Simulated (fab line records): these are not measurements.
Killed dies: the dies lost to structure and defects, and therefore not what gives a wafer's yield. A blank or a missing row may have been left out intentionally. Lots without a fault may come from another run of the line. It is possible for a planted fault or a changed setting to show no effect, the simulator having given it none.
Problem report in the 8D (eight disciplines) form, filled by code ; flow berkeley cmos170 ; the parts of the form that need people (team, actions taken, sign-off) are left out

## 1. WHAT IS WRONG
At UCB170_CONTACT_CVD_01, ph3 flow sccm averages 29.99 sccm over 6 wafers from 2 lots, while fault-free wafers read 25.01 sccm, standard deviation 0.085. Measured from the usual mean, that is +59 standard deviations.
The step: deposits PSG from SiH4/O2/PH3, target thk 700 nm, time 2820 s.
First observed at day 7 16:35: wafer L546.3, on lpcvd-02. The record has a number at this step for 42 wafers belonging to 14 lots. By rule, "out" or "out of limits" means more than 4 standard deviations away from the usual mean. The rest of the wafers with a number are treated as sound.

## 2. WHAT IT IS; WHAT IT IS NOT
question;is;is not
which readings at this step;ph3 flow sccm;pressure mtorr
which lots;L546, L547;L541, L543, L549, L554, L555, L556, L558, L559, L560, L561, L563, L564
which wafers of those lots;all that have a number;-
read on which tools;lpcvd-02;lpcvd-01
when;from day 7 16:35;"up to then (6 sound wafers); but 30 sound wafers of L549, L554, L555, L556, L558, L559, L560, L561, L563, L564 came after"

## 3. SUSPECTS, AND WHAT RULES EACH OUT
Counting: a tool stays on the suspect list if, at a process step up to the reading, it processed all lots that are out and no sound lot following the first of them.
- lpcvd-02 at UCB170_CONTACT_CVD_01 (deposits PSG from SiH4/O2/PH3, target thk 700 nm, time 2820 s): ruled out as a lasting fault. Following L546 (day 7 16:35), the first lot on it that is out, the sound lots L558, L559, L560, L561, L563, L564 were run on it.
Left after counting: nothing in the record.

## 4. THE CAUSE (what the simulator had put in)
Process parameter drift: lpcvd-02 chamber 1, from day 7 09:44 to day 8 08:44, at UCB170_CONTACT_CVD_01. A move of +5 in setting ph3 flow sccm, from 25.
Counting ruled it out, wrongly.

## 5. THE EFFECT CHAIN, in route order
Each row: a reading where the mean over the struck wafers with a number is more than 3 standard deviations away from the usual. Only readings whose record carries a usual standard deviation are examined. hours: median over the lots of the time between each lot's start at the first step of this table that gives one and its start at this step. sigmas: the change, counted in usual standard deviations.
hours;step;reading;usual;on struck wafers;change;sigmas
0;UCB170_CONTACT_CVD_01;ph3 flow sccm;25.01 sccm;29.99;+4.98;+59
Here are the process steps it includes:
- UCB170_CONTACT_CVD_01: deposits PSG from SiH4/O2/PH3, target thk 700 nm, time 2820 s.
Later measuring or inspecting steps at which every struck wafer that the step has a row for has a number for every such reading, and none has moved that far: UCB170_CONTACT_CD_MEAS_15.

## 6. WHAT WOULD HAVE CAUGHT IT SOONER
In this record no reading fell out of limits until day 7 16:35, 7 hours after the fault had begun at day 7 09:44.
